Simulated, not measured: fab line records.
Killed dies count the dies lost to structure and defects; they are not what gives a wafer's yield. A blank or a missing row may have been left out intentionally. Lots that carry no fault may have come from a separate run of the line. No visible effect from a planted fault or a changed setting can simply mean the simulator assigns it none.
Split-lot experiment ; flow ritCmos ; 5 lots, 23 wafers read, on a route of 202 steps

## ABOUT THE SPLIT
At RIT_PWELL_IMPLANT_08, the setting energyKev was moved away from the recipe's 170 on 7 of the 23 wafers read, by -4.9% to +5.8%. For the rest of the wafers, this setting stayed at what the recipe calls for.

The reading comes from the split's own step.

## THE READING
In nm, at RIT_PWELL_IMPLANT_08: implant.drpNm, which is the simulator's own figure and was read by no gauge. The file does not state a usual value for it.

wafer;tool, chamber at the split;energyKev as run;against the recipe;implant.drpNm, nm;against lot-mates on the recipe
L074.2;implanter-03, 0;170;recipe;102.9;-
L074.5;implanter-03, 0;170;recipe;102.9;-
L074.6;implanter-03, 0;170;recipe;102.9;-
L074.3;implanter-03, 0;179.8;+5.8%;104.5;+1.6
L074.4;implanter-03, 0;179.8;+5.8%;104.5;+1.6
L078.2;implanter-01, 0;161.6;-4.9%;101;-1.9
L078.4;implanter-01, 0;161.6;-4.9%;101;-1.9
L078.5;implanter-01, 0;161.6;-4.9%;101;-1.9
L078.3;implanter-01, 0;170;recipe;102.9;-
L078.6;implanter-01, 0;170;recipe;102.9;-
L081.1;implanter-01, 0;170;recipe;102.9;-
L081.3;implanter-01, 0;170;recipe;102.9;-
L081.5;implanter-01, 0;170;recipe;102.9;-
L081.2;implanter-01, 0;165.3;-2.8%;101.9;-1.0
L081.4;implanter-01, 0;165.3;-2.8%;101.9;-1.0
L083.1;implanter-01, 0;170;recipe;102.9;-
L083.3;implanter-01, 0;170;recipe;102.9;-
L083.4;implanter-01, 0;170;recipe;102.9;-
L085.1;implanter-02, 0;170;recipe;102.9;-
L085.2;implanter-02, 0;170;recipe;102.9;-
L085.4;implanter-02, 0;170;recipe;102.9;-
L085.5;implanter-02, 0;170;recipe;102.9;-
L085.6;implanter-02, 0;170;recipe;102.9;-

THE FIT
A straight line over all 23 wafers: implant.drpNm changes by +0.333 nm for each +1% of energyKev; r = +0.99; the points scatter about the line by 0.12 nm.
The same after taking each lot's own level away (the mean of its wafers on the recipe; 23 wafers): +0.333 nm for each +1%; r = +0.99; scatter 0.12 nm.
On that fit, the largest move of energyKev shifts the reading by 1.9 nm.
The lots' own levels span 102.90 to 102.90 nm.
The two slopes agree, so the slope changes little with the lot-to-lot level.
Check: +1.95 nm against its lot-mates is what the line predicts for one of the wafers moved furthest among these (+5.8%) when that wafer is left out of the fit. It came out at +1.6 nm against them.

## THE OTHER SPLITS THESE WAFERS WENT THROUGH
Other splits were also applied to these wafers ahead of the reading. Each is held against what the fit with the lots' levels taken away leaves over:
other split on the same wafers;wafers away from the commonest value;r with implant.drpNm (lot level and that fit taken away)
RIT_ACTIVE_CVD_03 timeS;15;+0.01
RIT_ACTIVE_COAT_06 resistThkNm;7;+0.13
RIT_ACTIVE_STRIP_14 pressureMtorr;18;+0.07
RIT_FOX1_OXIDATION_00 tempC;18;-0.14

## THE WHOLE CHAIN: every reading that the file lists as answering this split, in the file's order
step;what it does;reading;change (the file's fit);r (the file's)
RIT_PWELL_IMPLANT_08;;implant.rpNm (the simulator's own value, which no gauge read);+3.72 nm for each +1% of the setting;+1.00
RIT_PWELL_IMPLANT_08;;implant.drpNm (the simulator's own value, which no gauge read);+0.322 nm for each +1% of the setting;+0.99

## THE FILE'S OWN FIT
implant.drpNm changes by +0.322 nm for each +1% of energyKev, r = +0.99.
